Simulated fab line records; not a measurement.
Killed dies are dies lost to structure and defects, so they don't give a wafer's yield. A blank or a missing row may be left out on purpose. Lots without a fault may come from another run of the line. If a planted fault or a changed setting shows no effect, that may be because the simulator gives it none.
Which tool is to blame? / flow berkeley cmos170 / Sampling: 7 lots, 21 wafers, 2 of 331 route steps

WHAT EACH GAUGE READ, for each wafer
UCB170_M1_CD_MEAS_90 targets a cd of 700 nm.
lot=L968; measured=day 7 18:19; on=cd sem-01; cd nm (nm)=701.2 702.3 701.5
lot=L969; measured=day 7 23:34; on=cd sem-01; cd nm (nm)=699.4 700.3 699.8
lot=L973; measured=day 9 00:16; on=cd sem-02; cd nm (nm)=705.7 704.1 704.6
lot=L975; measured=day 9 18:57; on=cd sem-02; cd nm (nm)=702.1 699.7 703.6
lot=L978; measured=day 10 11:44; on=cd sem-02; cd nm (nm)=698.6 698.6 695.0
lot=L981; measured=day 11 04:57; on=cd sem-02; cd nm (nm)=699.4 700.0 696.0
lot=L985; measured=day 11 13:26; on=cd sem-02; cd nm (nm)=699.4 701.6 697.8

WHICH TOOL RAN EACH LOT (tool, then ch and the chambers of the sampled wafers, then the start)
lot=L968; UCB170_SDANNEAL_RTA_01=rtp anneal-02 ch 0, day 7 07:45
lot=L969; UCB170_SDANNEAL_RTA_01=rtp anneal-01 ch 0, day 7 16:20
lot=L973; UCB170_SDANNEAL_RTA_01=rtp anneal-01 ch 0, day 8 16:51
lot=L975; UCB170_SDANNEAL_RTA_01=rtp anneal-01 ch 0, day 9 10:22
lot=L978; UCB170_SDANNEAL_RTA_01=rtp anneal-02 ch 0, day 10 00:30
lot=L981; UCB170_SDANNEAL_RTA_01=rtp anneal-02 ch 0, day 10 20:26
lot=L985; UCB170_SDANNEAL_RTA_01=rtp anneal-01 ch 0, day 11 05:49
- UCB170_SDANNEAL_RTA_01: time 5 s.

THE ANSWER, worked out from the rows above alone
Rule: what is usual is taken from the lots themselves. The widest of any qualifying gaps counts: lots, ordered by their means at a reading, are off when they make up no more than a third of the lots, leave a main group of 4 or more, and stand apart from it by 3 or more times the standard deviation of that group's means. A main group is skipped when, at the precision printed for the reading in the tables above, its means are all equal. A lot without any number at a reading at which 4 lots or more have one is off too. Where the step has rows for the other lots, those lots are counted as sound.
Across all readings shown, no lot is off: no conclusion can be drawn from this.

WHAT WAS PUT IN BY THE SIMULATOR
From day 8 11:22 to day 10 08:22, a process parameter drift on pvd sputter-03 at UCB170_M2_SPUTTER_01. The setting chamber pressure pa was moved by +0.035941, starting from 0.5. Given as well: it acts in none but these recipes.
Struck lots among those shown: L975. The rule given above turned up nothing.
